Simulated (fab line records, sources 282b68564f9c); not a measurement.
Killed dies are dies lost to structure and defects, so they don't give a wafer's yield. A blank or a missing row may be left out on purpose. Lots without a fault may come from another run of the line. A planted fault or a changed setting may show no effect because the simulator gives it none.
One fault seen from 2 desks | flow rit_cmos | each desk has only its own numbers; what lay behind them comes last

THE METROLOGY DESK
What the gauges read, lot by lot, whatever tool the lot ran on: means of the sampled wafers that have a number. A lot is out of limits, marked OUT, if its mean lies more than 4 standard deviations from the usual mean; the brackets give that distance.
Columns: A = PRETRO_OVL at RIT_PRETRO_OVL_MEAS_06, usual -0.2 nm; B = cd_nm at RIT_GATE_CD_MEAS_16, usual 150.1 nm
lot  | first seen here | A    | B
L516 | day 2 06:46     | -0.4 | 149.9
L517 | day 2 13:48     | 1.6  | 149.5
L518 | day 2 19:31     | -0.1 | 150.5
L519 | day 3 00:48     | 0.5  | 148.8
L520 | day 3 05:54     | -1.0 | 147.2
L525 | day 4 06:25     | -0.1 | 153.7
L526 | day 4 11:25     | -1.4 | 150.7
L530 | day 5 05:36     | -0.2 | 152.9
L531 | day 5 11:57     | -0.2 | 148.4
L533 | day 5 22:51     | 0.1  | 150.7
L536 | day 6 14:21     | 1.5  | 151.2
L537 | day 6 20:06     | 1.1  | 147.2
L538 | day 6 22:53     | -0.4 | 152.8
L539 | day 7 02:34     | 1.4  | 151.4
This desk's finding: nothing out of limits on any of the 14 lots.

THE TOOL OWNER'S DESK: implanter-04
The tool's own readings at RIT_PSD_IMPLANT_08: means of the sampled wafers that have a number, for each lot that ran on this tool. A lot is out of limits, marked OUT, if its mean lies more than 4 standard deviations from the usual mean; the brackets give that distance.
Columns: A = tilt_deg at RIT_PSD_IMPLANT_08, usual 7.002 degrees
lot  | first seen here | A
L518 | day 3 13:11     | 6.977
L519 | day 3 20:41     | 7.004
L520 | day 3 23:23     | 6.419 (-31) OUT
L526 | day 5 05:17     | 6.418 (-31) OUT
This desk's finding: out of limits on L520, L526; first on L520, day 3 23:23 (tilt_deg at RIT_PSD_IMPLANT_08). In limits: L518, L519.

PUT TOGETHER
The tool owner's desk could have raised an alarm at day 3 23:23, on L520, L526.
The metrology desk saw nothing out of limits.
The metrology desk has L520, L526 on record, within its limits.
Of the lots named, all ran RIT_PSD_IMPLANT_08 on implanter-04.

WHAT THE SIMULATOR HAD PUT IN
Process parameter drift: implanter-04, from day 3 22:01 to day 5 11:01, at RIT_PSD_IMPLANT_08. Setting tilt_deg, moved by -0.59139, from 7. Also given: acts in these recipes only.
Lots struck among those shown: L520, L526.
Hours from the fault's start to each desk's first reading out of limits: the tool owner's desk, 1.
